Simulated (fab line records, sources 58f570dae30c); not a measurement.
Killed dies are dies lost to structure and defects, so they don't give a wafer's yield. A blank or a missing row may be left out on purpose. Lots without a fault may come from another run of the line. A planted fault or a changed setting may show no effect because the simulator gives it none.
Split-lot experiment | flow berkeley_cmos170 | 5 lots, 22 wafers read, on a route of 331 steps

THE SPLIT
At UCB170_PWELL_PEB_11, the setting peb_temp_c was moved away from the recipe's 130 C on 7 of the 22 wafers read, by -1.8% to +1.8%. The other wafers ran this setting at the recipe's value.

The file shows no step between the split and the reading.

THE READING
PWELL.cd_nm (the simulator's own value, which no gauge read), in nm, at UCB170_PWELL_ETCH_14 (etches Si3N4 in CH3F/Ar/O2, stops on SiO2, target depth 242 nm, time 151 s). The file gives no usual value for it. The 15 wafers here that ran the recipe average 3000 nm, standard deviation 1.8 nm.

wafer  | tool, chamber at the split | peb_temp_c as run, C | against the recipe | PWELL.cd_nm, nm | against lot-mates on the recipe
L075.3 | litho_track-02, 0          | 130                  | recipe             | 3000            | -
L075.5 | litho_track-02, 0          | 130                  | recipe             | 3000            | -
L075.4 | litho_track-02, 0          | 130                  | recipe             | 2999            | -
L076.1 | litho_track-01, 0          | 130                  | recipe             | 3001            | -
L076.2 | litho_track-01, 0          | 130                  | recipe             | 3002            | -
L076.5 | litho_track-01, 0          | 130                  | recipe             | 3002            | -
L076.6 | litho_track-01, 0          | 130                  | recipe             | 3001            | -
L077.1 | litho_track-04, 0          | 132.3                | +1.8%              | 3012            | +16
L077.5 | litho_track-04, 0          | 132.3                | +1.8%              | 3012            | +16
L077.3 | litho_track-04, 0          | 130                  | recipe             | 2996            | -
L077.4 | litho_track-04, 0          | 130                  | recipe             | 2997            | -
L077.6 | litho_track-04, 0          | 132.3                | +1.8%              | 3012            | +16
L079.1 | litho_track-04, 0          | 130                  | recipe             | 3000            | -
L079.3 | litho_track-04, 0          | 130                  | recipe             | 2999            | -
L079.4 | litho_track-04, 0          | 128.2                | -1.4%              | 2987            | -13
L079.5 | litho_track-04, 0          | 130                  | recipe             | 3002            | -
L079.6 | litho_track-04, 0          | 128.2                | -1.4%              | 2988            | -12
L082.1 | litho_track-02, 0          | 130                  | recipe             | 3002            | -
L082.2 | litho_track-02, 0          | 127.6                | -1.8%              | 2984            | -17
L082.3 | litho_track-02, 0          | 127.6                | -1.8%              | 2983            | -18
L082.4 | litho_track-02, 0          | 130                  | recipe             | 3001            | -
L082.5 | litho_track-02, 0          | 130                  | recipe             | 3001            | -

THE FIT
A straight line over all 22 wafers: PWELL.cd_nm changes by +7.92 nm for each +1% of peb_temp_c; r = +0.97; the points scatter about the line by 1.8 nm.
The same after taking each lot's own level away (the mean of its wafers on the recipe; 22 wafers): +9.15 nm for each +1%; r = +1.00; scatter 0.74 nm.
On that fit, the largest move of peb_temp_c shifts the reading by 17 nm.
The lots' own levels span 2996.5 to 3001.5 nm, that is 2.8 times the standard deviation above.
So the lot-to-lot level changes the slope: the two fits differ.
Check: with one of the wafers moved furthest among these (-1.8%) left out of the fit, the line predicts -17 nm for it against its lot-mates. It came out at -17.3 nm against them.

OTHER SPLITS ON THESE WAFERS
These wafers also went through other splits before the reading. Each is held against what the fit with the lots' levels taken away leaves over:
other split on the same wafers      | wafers away from the commonest value | r with PWELL.cd_nm (lot level and that fit taken away)
UCB170_START_OXIDATION_02 ox_time_s | 15                                   | +0.22
UCB170_NWELL_PEB_10 peb_temp_c      | 12                                   | -0.06
UCB170_NWELL_IMPLANT_14 dose_cm2    | 11                                   | -0.66

THE FILE'S OWN FIT
PWELL.cd_nm changes by +9.12 nm for each +1% of peb_temp_c, r = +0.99.
